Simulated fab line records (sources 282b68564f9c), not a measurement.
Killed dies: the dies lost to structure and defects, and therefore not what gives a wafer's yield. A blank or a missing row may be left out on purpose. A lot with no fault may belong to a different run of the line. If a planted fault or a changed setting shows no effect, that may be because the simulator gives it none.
fab line records / flow rit-cmos
record: lots: 5 wafers: 15 last-day: 7
route steps=202 shown ACTIVE@17 FOX1@20 FOX2@23 NWELL@28
lots untouched by any fault: they come from a run of this same line in which no faults occurred
start-h: the number of hours between the record's first day and the start of the first shown wafer of the lot / wait-h: hours from the lot's prior step to this one / " unchanged from the row above / L1.1+2: a single row standing in for several wafers / - either no value or no given start / * or withheld: withheld / < > ~ a bound
route shown NAME@n: NAME is a module with steps in the file, n the number in the route of the first one / usual: average and standard deviation across the fault-free wafers / same: alike in all rows / chamber/n: place in a boat / sites: per-site readings / _std_site: their standard deviation / _edge_site: the outer-site mean with the inner-site mean subtracted / radius-mm: for every site, how far away it sits from the centre of the wafer / mask NAME#n: copy n / behind: the tool/chamber that last shaped the wafer / hold: what put the lot on hold/how long, in hours/how the hold closed / device: names the non-switching transistor (n, p or np) / end of line: tests of these same wafers at the route's end / for a step that has no rows: nothing shown but its recipe / killed: at the first sort, the dies lost to defects and structure; wafer yield is something else / map: the dies of a wafer, with x for killed, . for not killed, _ for no die there
set.NAME: the setting that was run; set.NAME@STEP: the one run at that earlier step / model.NAME: the simulator's own value behind a step, which no gauge read
certain route steps with their lots: each step a table, each wafer a row
services: when a tool's chamber went out of use (start-h, in hours from the record's first day, below 0 if earlier), for how many hours, and the reason
== steps ==
step: RIT_ACTIVE_CLEAN_15
recipe: chemistry: SC1 mix: 3:3:50 time-s: 600 temp-c: 75
lot.wafer=L074.2+3+5 tool=wet-bench-04 chamber=0 start-h=15.80 wait-h=0.1
lot.wafer=L078.3+4+5 tool=wet-bench-04 chamber=3 start-h=37.11 wait-h=0.1
lot.wafer=L090.1+3+5 tool=wet-bench-03 chamber=1 start-h=96.20 wait-h=0.1
lot.wafer=L094.1+4+6 tool=wet-bench-02 chamber=1 start-h=117.01 wait-h=0.1
lot.wafer=L095.1+2+3 tool=wet-bench-04 chamber=3 start-h=122.23 wait-h=0.1
step: RIT_ACTIVE_CLEAN_16
recipe: chemistry: dHF dilution: 50:1 time-s: 30
lot.wafer=L074.2+3+5 tool=wet-bench-03 chamber=3 start-h=15.98 wait-h=0.0
lot.wafer=L078.3+4+5 tool=wet-bench-03 chamber=0 start-h=37.31 wait-h=0.0
lot.wafer=L090.1+3+5 tool=wet-bench-04 chamber=3 start-h=96.38 wait-h=0.0
lot.wafer=L094.1+4+6 tool=wet-bench-03 chamber=1 start-h=117.19 wait-h=0.0
lot.wafer=L095.1+2+3 tool=wet-bench-02 chamber=1 start-h=122.41 wait-h=0.0
step: RIT_ACTIVE_CLEAN_17
recipe: chemistry: SC2 mix: 3:3:50 time-s: 600 temp-c: 75 dry: n2-spin
lot.wafer=L074.2+3+5 tool=wet-bench-04 chamber=2 start-h=15.99 wait-h=0.0
lot.wafer=L078.3+4+5 tool=wet-bench-04 chamber=3 start-h=37.32 wait-h=0.0
lot.wafer=L090.1+3+5 tool=wet-bench-02 chamber=1 start-h=96.41 wait-h=0.0
lot.wafer=L094.1+4+6 tool=wet-bench-04 chamber=1 start-h=117.21 wait-h=0.0
lot.wafer=L095.1+2+3 tool=wet-bench-04 chamber=0 start-h=122.42 wait-h=0.0
step: RIT_FOX1_OXIDATION_00
recipe: temp-c: 1100 ambient: H2O target-thk-a: 3507 p-h2o-torr: 720 ox-time-s: 1130
lot.wafer=L074.2+3+5 tool=furnace-01 chamber=0 start-h=16.72 wait-h=0.6
lot.wafer=L078.3+4+5 tool=furnace-03 chamber=0 start-h=37.51 wait-h=0.0
lot.wafer=L090.1+3+5 tool=furnace-01 chamber=0 start-h=102.76 wait-h=6.1
lot.wafer=L094.1+4+6 tool=furnace-04 chamber=0 start-h=119.15 wait-h=1.8
lot.wafer=L095.1+2+3 tool=furnace-01 chamber=0 start-h=122.61 wait-h=0.0
step: RIT_FOX1_THK_MEAS_01
recipe: reads: SiO2_of_FOX1_OXIDATION_00
usual: FOX1_OXIDE_THK: 349/6.4
lot.wafer=L074.2 tool=film-metro-04 chamber=- start-h=18.05 wait-h=0.0 FOX1_OXIDE_THK[nm]=349
lot.wafer=L074.3 tool=film-metro-04 chamber=- start-h=18.05 wait-h=0.0 FOX1_OXIDE_THK[nm]=353
lot.wafer=L074.5 tool=film-metro-04 chamber=- start-h=18.05 wait-h=0.0 FOX1_OXIDE_THK[nm]=349
lot.wafer=L078.3 tool=film-metro-03 chamber=- start-h=38.85 wait-h=0.0 FOX1_OXIDE_THK[nm]=359
lot.wafer=L078.4 tool=film-metro-03 chamber=- start-h=38.85 wait-h=0.0 FOX1_OXIDE_THK[nm]=360
lot.wafer=L078.5 tool=film-metro-03 chamber=- start-h=38.85 wait-h=0.0 FOX1_OXIDE_THK[nm]=354
lot.wafer=L090.1 tool=film-metro-04 chamber=- start-h=104.07 wait-h=0.0 FOX1_OXIDE_THK[nm]=352
lot.wafer=L090.3 tool=film-metro-04 chamber=- start-h=104.07 wait-h=0.0 FOX1_OXIDE_THK[nm]=350
lot.wafer=L090.5 tool=film-metro-04 chamber=- start-h=104.07 wait-h=0.0 FOX1_OXIDE_THK[nm]=352
lot.wafer=L094.1 tool=film-metro-04 chamber=- start-h=120.46 wait-h=0.0 FOX1_OXIDE_THK[nm]=353
lot.wafer=L094.4 tool=film-metro-04 chamber=- start-h=120.46 wait-h=0.0 FOX1_OXIDE_THK[nm]=353
lot.wafer=L094.6 tool=film-metro-04 chamber=- start-h=120.46 wait-h=0.0 FOX1_OXIDE_THK[nm]=352
lot.wafer=L095.1 tool=film-metro-01 chamber=- start-h=123.92 wait-h=0.0 FOX1_OXIDE_THK[nm]=356
lot.wafer=L095.2 tool=film-metro-01 chamber=- start-h=123.92 wait-h=0.0 FOX1_OXIDE_THK[nm]=356
lot.wafer=L095.3 tool=film-metro-01 chamber=- start-h=123.92 wait-h=0.0 FOX1_OXIDE_THK[nm]=357
step: RIT_FOX1_WET_ETCH_02
recipe: chemistry: BOE target-depth-nm: 350 time-s: 390 temp-c: 21.5 dry: n2-spin dilution: 10:1 target: SiO2
lot.wafer=L074.2+3+5 tool=wet-bench-04 chamber=2 start-h=18.10 wait-h=0.0
lot.wafer=L078.3+4+5 tool=wet-bench-01 chamber=1 start-h=38.89 wait-h=0.0
lot.wafer=L090.1+3+5 tool=wet-bench-01 chamber=2 start-h=104.13 wait-h=0.1
lot.wafer=L094.1+4+6 tool=wet-bench-04 chamber=2 start-h=120.52 wait-h=0.1
lot.wafer=L095.1+2+3 tool=wet-bench-04 chamber=1 start-h=123.98 wait-h=0.1
step: RIT_FOX2_OXIDATION_00
recipe: temp-c: 1100 ambient: H2O target-thk-a: 3507 p-h2o-torr: 720 ox-time-s: 1130
lot.wafer=L074.2+3+5 tool=furnace-03 chamber=0 start-h=18.39 wait-h=0.2
lot.wafer=L078.3+4+5 tool=furnace-04 chamber=0 start-h=40.34 wait-h=1.3
lot.wafer=L090.1+3+5 tool=furnace-01 chamber=0 start-h=104.25 wait-h=0.0
lot.wafer=L094.1+4+6 tool=furnace-01 chamber=0 start-h=121.05 wait-h=0.4
lot.wafer=L095.1+2+3 tool=furnace-03 chamber=0 start-h=124.74 wait-h=0.6
step: RIT_FOX2_THK_MEAS_01
recipe: reads: SiO2_of_FOX2_OXIDATION_00
usual: FOX2_OXIDE_THK: 352/6
lot.wafer=L074.2 tool=film-metro-04 chamber=- start-h=19.71 wait-h=0.0 FOX2_OXIDE_THK[nm]=358
lot.wafer=L074.3 tool=film-metro-04 chamber=- start-h=19.71 wait-h=0.0 FOX2_OXIDE_THK[nm]=355
lot.wafer=L074.5 tool=film-metro-04 chamber=- start-h=19.71 wait-h=0.0 FOX2_OXIDE_THK[nm]=358
lot.wafer=L078.3 tool=film-metro-02 chamber=- start-h=41.67 wait-h=0.0 FOX2_OXIDE_THK[nm]=342
lot.wafer=L078.4 tool=film-metro-02 chamber=- start-h=41.67 wait-h=0.0 FOX2_OXIDE_THK[nm]=341
lot.wafer=L078.5 tool=film-metro-02 chamber=- start-h=41.67 wait-h=0.0 FOX2_OXIDE_THK[nm]=352
lot.wafer=L090.1 tool=film-metro-02 chamber=- start-h=105.56 wait-h=0.0 FOX2_OXIDE_THK[nm]=362
lot.wafer=L090.3 tool=film-metro-02 chamber=- start-h=105.56 wait-h=0.0 FOX2_OXIDE_THK[nm]=360
lot.wafer=L090.5 tool=film-metro-02 chamber=- start-h=105.56 wait-h=0.0 FOX2_OXIDE_THK[nm]=363
lot.wafer=L094.1 tool=film-metro-01 chamber=- start-h=122.36 wait-h=0.0 FOX2_OXIDE_THK[nm]=356
lot.wafer=L094.4 tool=film-metro-01 chamber=- start-h=122.36 wait-h=0.0 FOX2_OXIDE_THK[nm]=353
lot.wafer=L094.6 tool=film-metro-01 chamber=- start-h=122.36 wait-h=0.0 FOX2_OXIDE_THK[nm]=356
lot.wafer=L095.1 tool=film-metro-04 chamber=- start-h=126.06 wait-h=0.0 FOX2_OXIDE_THK[nm]=355
lot.wafer=L095.2 tool=film-metro-04 chamber=- start-h=126.06 wait-h=0.0 FOX2_OXIDE_THK[nm]=350
lot.wafer=L095.3 tool=film-metro-04 chamber=- start-h=126.06 wait-h=0.0 FOX2_OXIDE_THK[nm]=357
step: RIT_FOX2_CLEAN_02
recipe: chemistry: dHF dilution: 50:1 time-s: 180
lot.wafer=L074.2+3+5 tool=wet-bench-03 chamber=3 start-h=19.76 wait-h=0.0
lot.wafer=L078.3+4+5 tool=wet-bench-01 chamber=2 start-h=41.71 wait-h=0.0
lot.wafer=L090.1+3+5 tool=wet-bench-02 chamber=1 start-h=105.62 wait-h=0.1
lot.wafer=L094.1+4+6 tool=wet-bench-03 chamber=1 start-h=122.42 wait-h=0.1
lot.wafer=L095.1+2+3 tool=wet-bench-02 chamber=3 start-h=126.12 wait-h=0.1
step: RIT_FOX2_WET_ETCH_03
recipe: chemistry: H3PO4 target: Si3N4 target-depth-nm: 195 temp-c: 165 time-s: 2700
lot.wafer=L074.2+3+5 tool=wet-bench-02 chamber=3 start-h=19.82 wait-h=0.0
lot.wafer=L078.3+4+5 tool=wet-bench-03 chamber=1 start-h=41.78 wait-h=0.0
lot.wafer=L090.1+3+5 tool=wet-bench-03 chamber=3 start-h=105.68 wait-h=0.0
lot.wafer=L094.1+4+6 tool=wet-bench-01 chamber=3 start-h=122.48 wait-h=0.0
lot.wafer=L095.1+2+3 tool=wet-bench-03 chamber=1 start-h=126.18 wait-h=0.0
step: RIT_FOX2_THK_MEAS_90
recipe: reads: SiO2_of_FOX2_OXIDATION_00
usual: FIELD_OXIDE_LEFT_1_THK: 325/5.9
lot.wafer=L074.2 tool=film-metro-02 chamber=- start-h=20.59 wait-h=0.0 FIELD_OXIDE_LEFT_1_THK[nm]=330
lot.wafer=L074.3 tool=film-metro-02 chamber=- start-h=20.59 wait-h=0.0 FIELD_OXIDE_LEFT_1_THK[nm]=327
lot.wafer=L074.5 tool=film-metro-02 chamber=- start-h=20.59 wait-h=0.0 FIELD_OXIDE_LEFT_1_THK[nm]=330
lot.wafer=L078.3 tool=film-metro-01 chamber=- start-h=42.56 wait-h=0.0 FIELD_OXIDE_LEFT_1_THK[nm]=315
lot.wafer=L078.4 tool=film-metro-01 chamber=- start-h=42.56 wait-h=0.0 FIELD_OXIDE_LEFT_1_THK[nm]=314
lot.wafer=L078.5 tool=film-metro-01 chamber=- start-h=42.56 wait-h=0.0 FIELD_OXIDE_LEFT_1_THK[nm]=325
lot.wafer=L090.1 tool=film-metro-02 chamber=- start-h=106.44 wait-h=0.0 FIELD_OXIDE_LEFT_1_THK[nm]=334
lot.wafer=L090.3 tool=film-metro-02 chamber=- start-h=106.44 wait-h=0.0 FIELD_OXIDE_LEFT_1_THK[nm]=332
lot.wafer=L090.5 tool=film-metro-02 chamber=- start-h=106.44 wait-h=0.0 FIELD_OXIDE_LEFT_1_THK[nm]=335
lot.wafer=L094.1 tool=film-metro-01 chamber=- start-h=123.31 wait-h=0.0 FIELD_OXIDE_LEFT_1_THK[nm]=328
lot.wafer=L094.4 tool=film-metro-01 chamber=- start-h=123.31 wait-h=0.0 FIELD_OXIDE_LEFT_1_THK[nm]=325
lot.wafer=L094.6 tool=film-metro-01 chamber=- start-h=123.31 wait-h=0.0 FIELD_OXIDE_LEFT_1_THK[nm]=329
lot.wafer=L095.1 tool=film-metro-02 chamber=- start-h=126.93 wait-h=0.0 FIELD_OXIDE_LEFT_1_THK[nm]=328
lot.wafer=L095.2 tool=film-metro-02 chamber=- start-h=126.93 wait-h=0.0 FIELD_OXIDE_LEFT_1_THK[nm]=323
lot.wafer=L095.3 tool=film-metro-02 chamber=- start-h=126.93 wait-h=0.0 FIELD_OXIDE_LEFT_1_THK[nm]=330
step: RIT_NWELL_HMDS_00
recipe: prime-time-s: 60 prime-temp-c: 140
lot.wafer=L074.2+3+5 tool=litho-track-01 chamber=0 start-h=20.67 wait-h=0.1
lot.wafer=L078.3+4+5 tool=litho-track-04 chamber=0 start-h=42.65 wait-h=0.1
lot.wafer=L090.1+3+5 tool=litho-track-03 chamber=0 start-h=106.50 wait-h=0.1
lot.wafer=L094.1+4+6 tool=litho-track-03 chamber=0 start-h=123.37 wait-h=0.1
lot.wafer=L095.1+2+3 tool=litho-track-03 chamber=0 start-h=126.99 wait-h=0.1
step: RIT_NWELL_COAT_01
recipe: resist: NOVOLAK spin-rpm: 2000 resist-thk-nm: 1300
usual: spin-speed-rpm: 2000.3/1.5
lot.wafer=L074.2 tool=litho-track-01 chamber=0 start-h=20.82 wait-h=0.1 spin-speed-rpm=2000.8
lot.wafer=L074.3 tool=litho-track-01 chamber=0 start-h=20.82 wait-h=0.1 spin-speed-rpm=2004.0
lot.wafer=L074.5 tool=litho-track-01 chamber=0 start-h=20.82 wait-h=0.1 spin-speed-rpm=2002.1
lot.wafer=L078.3 tool=litho-track-04 chamber=0 start-h=42.80 wait-h=0.1 spin-speed-rpm=1999.9
lot.wafer=L078.4 tool=litho-track-04 chamber=0 start-h=42.80 wait-h=0.1 spin-speed-rpm=1999.8
lot.wafer=L078.5 tool=litho-track-04 chamber=0 start-h=42.80 wait-h=0.1 spin-speed-rpm=1997.9
lot.wafer=L090.1 tool=litho-track-03 chamber=0 start-h=106.65 wait-h=0.1 spin-speed-rpm=2000.5
lot.wafer=L090.3 tool=litho-track-03 chamber=0 start-h=106.65 wait-h=0.1 spin-speed-rpm=1999.1
lot.wafer=L090.5 tool=litho-track-03 chamber=0 start-h=106.65 wait-h=0.1 spin-speed-rpm=2000.3
lot.wafer=L094.1 tool=litho-track-03 chamber=0 start-h=123.52 wait-h=0.1 spin-speed-rpm=2001.8
lot.wafer=L094.4 tool=litho-track-03 chamber=0 start-h=123.52 wait-h=0.1 spin-speed-rpm=2001.3
lot.wafer=L094.6 tool=litho-track-03 chamber=0 start-h=123.52 wait-h=0.1 spin-speed-rpm=2002.1
lot.wafer=L095.1 tool=litho-track-03 chamber=0 start-h=127.14 wait-h=0.1 spin-speed-rpm=2001.0
lot.wafer=L095.2 tool=litho-track-03 chamber=0 start-h=127.14 wait-h=0.1 spin-speed-rpm=1998.7
lot.wafer=L095.3 tool=litho-track-03 chamber=0 start-h=127.14 wait-h=0.1 spin-speed-rpm=2000.3
step: RIT_NWELL_SOFTBAKE_02
recipe: resist: NOVOLAK temp-c: 90 time-s: 60
lot.wafer=L074.2+3+5 tool=litho-track-01 chamber=0 start-h=20.97 wait-h=0.1
lot.wafer=L078.3+4+5 tool=litho-track-04 chamber=0 start-h=42.95 wait-h=0.1
lot.wafer=L090.1+3+5 tool=litho-track-03 chamber=0 start-h=106.80 wait-h=0.1
lot.wafer=L094.1+4+6 tool=litho-track-03 chamber=0 start-h=123.67 wait-h=0.1
lot.wafer=L095.1+2+3 tool=litho-track-03 chamber=0 start-h=127.29 wait-h=0.1
step: RIT_NWELL_EXPOSE_03
recipe: mask-id: M2 na: 0.57 target-cd-nm: 43900 dose-mj: 250
lot.wafer=L074.2+3+5 tool=iline-stepper-01 chamber=0 start-h=21.12 wait-h=0.1 mask=M2#0
lot.wafer=L078.3+4+5 tool=iline-stepper-02 chamber=0 start-h=43.21 wait-h=0.2 mask=M2#0
lot.wafer=L090.1+3+5 tool=iline-stepper-02 chamber=0 start-h=107.07 wait-h=0.2 mask=M2#0
lot.wafer=L094.1+4+6 tool=iline-stepper-01 chamber=0 start-h=123.82 wait-h=0.1 mask=M2#0
lot.wafer=L095.1+2+3 tool=iline-stepper-01 chamber=0 start-h=127.44 wait-h=0.1 mask=M2#0
step: RIT_NWELL_PEB_04
recipe: resist: NOVOLAK temp-c: withheld time-s: withheld
lot.wafer=L074.2+3+5 tool=litho-track-03 chamber=0 start-h=21.26 wait-h=0.1
lot.wafer=L078.3+4+5 tool=litho-track-01 chamber=0 start-h=43.43 wait-h=0.2
lot.wafer=L090.1+3+5 tool=litho-track-04 chamber=0 start-h=107.19 wait-h=0.1
lot.wafer=L094.1+4+6 tool=litho-track-04 chamber=0 start-h=123.93 wait-h=0.1
lot.wafer=L095.1+2+3 tool=litho-track-01 chamber=0 start-h=127.56 wait-h=0.1
step: RIT_NWELL_DEVELOP_05
recipe: resist: NOVOLAK develop-time-s: 68 dev-temp-c: 23
lot.wafer=L074.2+3+5 tool=litho-track-03 chamber=0 start-h=- wait-h=-
lot.wafer=L078.3+4+5 tool=litho-track-01 chamber=0 start-h=- wait-h=-
lot.wafer=L090.1+3+5 tool=litho-track-04 chamber=0 start-h=- wait-h=-
lot.wafer=L094.1+4+6 tool=litho-track-04 chamber=0 start-h=- wait-h=-
lot.wafer=L095.1+2+3 tool=litho-track-01 chamber=0 start-h=- wait-h=-
step: RIT_NWELL_OVL_MEAS_06
usual: NWELL_OVL: 0.6/1.4
lot.wafer=L074.2 tool=overlay-02 chamber=- start-h=21.55 wait-h=- NWELL_OVL[nm]=1.6
lot.wafer=L074.3 tool=overlay-02 chamber=- start-h=21.55 wait-h=- NWELL_OVL[nm]=2.8
lot.wafer=L074.5 tool=overlay-02 chamber=- start-h=21.55 wait-h=- NWELL_OVL[nm]=2.2
lot.wafer=L078.3 tool=overlay-01 chamber=- start-h=43.71 wait-h=- NWELL_OVL[nm]=1.1
lot.wafer=L078.4 tool=overlay-01 chamber=- start-h=43.71 wait-h=- NWELL_OVL[nm]=1.9
lot.wafer=L078.5 tool=overlay-01 chamber=- start-h=43.71 wait-h=- NWELL_OVL[nm]=2.1
lot.wafer=L090.1 tool=overlay-02 chamber=- start-h=107.50 wait-h=- NWELL_OVL[nm]=0.7
lot.wafer=L090.3 tool=overlay-02 chamber=- start-h=107.50 wait-h=- NWELL_OVL[nm]=-1.4
lot.wafer=L090.5 tool=overlay-02 chamber=- start-h=107.50 wait-h=- NWELL_OVL[nm]=-1.7
lot.wafer=L094.1 tool=overlay-01 chamber=- start-h=124.25 wait-h=- NWELL_OVL[nm]=0.6
lot.wafer=L094.4 tool=overlay-01 chamber=- start-h=124.25 wait-h=- NWELL_OVL[nm]=0.5
lot.wafer=L094.6 tool=overlay-01 chamber=- start-h=124.25 wait-h=- NWELL_OVL[nm]=-0.2
lot.wafer=L095.1 tool=overlay-01 chamber=- start-h=127.87 wait-h=- NWELL_OVL[nm]=-0.1
lot.wafer=L095.2 tool=overlay-01 chamber=- start-h=127.87 wait-h=- NWELL_OVL[nm]=-2.9
lot.wafer=L095.3 tool=overlay-01 chamber=- start-h=127.87 wait-h=- NWELL_OVL[nm]=-1.5
== services ==
tool=iline-stepper-01 chamber=- start-h=-8.10 hours=2.1 kind=pm
tool=iline-stepper-01 chamber=- start-h=-6.01 hours=- kind=consumable-replace:lamp
tool=iline-stepper-01 chamber=- start-h=-1.21 hours=1.7 kind=pm
tool=furnace-04 chamber=- start-h=-1.18 hours=3.2 kind=pm
tool=iline-stepper-01 chamber=- start-h=5.42 hours=4.9 kind=repair
tool=iline-stepper-02 chamber=- start-h=10.37 hours=1.7 kind=pm
tool=wet-bench-02 chamber=- start-h=35.92 hours=2.2 kind=repair
tool=furnace-01 chamber=- start-h=55.74 hours=4.0 kind=pm
tool=iline-stepper-02 chamber=- start-h=59.77 hours=14.4 kind=repair
tool=furnace-04 chamber=- start-h=89.52 hours=10.4 kind=pm
== key ==
fault none
